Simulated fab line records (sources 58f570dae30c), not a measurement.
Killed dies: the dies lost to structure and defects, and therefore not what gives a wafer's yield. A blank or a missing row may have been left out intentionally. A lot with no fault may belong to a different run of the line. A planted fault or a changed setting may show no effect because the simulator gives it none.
Matching of chambers :: flow berkeley-cmos170 :: UCB170_V2_CVD_00 on pecvd-03: 3 sister chambers
The step deposits SiO2 from TEOS/O2, target thk 2000 nm, time 250 s. 14 wafers are shown with their chamber, then 7 later ones without.

WAFERS WITH THEIR CHAMBER
wafer: L380.1
chamber: 2
heater-power-w (W): 398
pressure-mtorr (mTorr): 8961

wafer: L380.2
chamber: 1
heater-power-w (W): 156
pressure-mtorr (mTorr): 8989

wafer: L380.6
chamber: 0
heater-power-w (W): 289
pressure-mtorr (mTorr): 9015

wafer: L381.1
chamber: 2
heater-power-w (W): 368
pressure-mtorr (mTorr): 9010

wafer: L381.3
chamber: 1
heater-power-w (W): 210
pressure-mtorr (mTorr): 9011

wafer: L381.4
chamber: 2
heater-power-w (W): 293
pressure-mtorr (mTorr): 9025

wafer: L389.3
chamber: 2
heater-power-w (W): 391
pressure-mtorr (mTorr): 8977

wafer: L389.4
chamber: 1
heater-power-w (W): 237
pressure-mtorr (mTorr): 9009

wafer: L389.6
chamber: 0
heater-power-w (W): 292
pressure-mtorr (mTorr): 8988

wafer: L395.3
chamber: 0
heater-power-w (W): 218
pressure-mtorr (mTorr): 8998

wafer: L395.5
chamber: 2
heater-power-w (W): 290
pressure-mtorr (mTorr): 8994

wafer: L395.6
chamber: 1
heater-power-w (W): 159
pressure-mtorr (mTorr): 9005

wafer: L392.1
chamber: 2
heater-power-w (W): 336
pressure-mtorr (mTorr): 8996

wafer: L392.2
chamber: 0
heater-power-w (W): 293
pressure-mtorr (mTorr): 9012

SIGNATURES (averages over the wafers above)
reading: heater-power-w
chamber 0: 273.00
chamber 1: 190.50
chamber 2: 346.00
scatter within a chamber: 42.7

reading: pressure-mtorr
chamber 0: 9003.25
chamber 1: 9003.50
chamber 2: 8993.83
scatter within a chamber: 17.5
Rule: a wafer's distance from a chamber is the root of the sum, over the readings, of the square of ((its reading less the chamber's mean) divided by the reading's scatter). The wafer belongs to the nearest chamber; if the next one is less than 2 further off, it can't be placed. The scatter: the root of (the sum of the squares of (reading less its chamber's mean) over the shown wafers, divided by (wafers less chambers)).

WAFERS MISSING THEIR CHAMBER
wafer: L392.6
heater-power-w (W): 208
pressure-mtorr (mTorr): 8992

wafer: L396.1
heater-power-w (W): 299
pressure-mtorr (mTorr): 8985

wafer: L396.4
heater-power-w (W): 290
pressure-mtorr (mTorr): 9020

wafer: L396.5
heater-power-w (W): 152
pressure-mtorr (mTorr): 8990

wafer: L402.3
heater-power-w (W): 388
pressure-mtorr (mTorr): 9016

wafer: L402.4
heater-power-w (W): 205
pressure-mtorr (mTorr): 8973

wafer: L402.6
heater-power-w (W): 280
pressure-mtorr (mTorr): 9002

WHICH CHAMBER EACH ONE RAN IN
wafer: L392.6
from the rows above: can't be placed: 1 or 0
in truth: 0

wafer: L396.1
from the rows above: can't be placed: 0 or 2 or 1
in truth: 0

wafer: L396.4
from the rows above: can't be placed: 0 or 2 or 1
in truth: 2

wafer: L396.5
from the rows above: can't be placed: 1 or 0
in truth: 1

wafer: L402.3
from the rows above: can't be placed: 2 or 0
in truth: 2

wafer: L402.4
from the rows above: can't be placed: 1 or 0 or 2
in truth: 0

wafer: L402.6
from the rows above: can't be placed: 0 or 2 or 1
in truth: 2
0 of 7 placed correctly. Cannot be placed on the basis of these rows: 7; the candidates contain the true chamber in 7. Placed wrongly: 0.
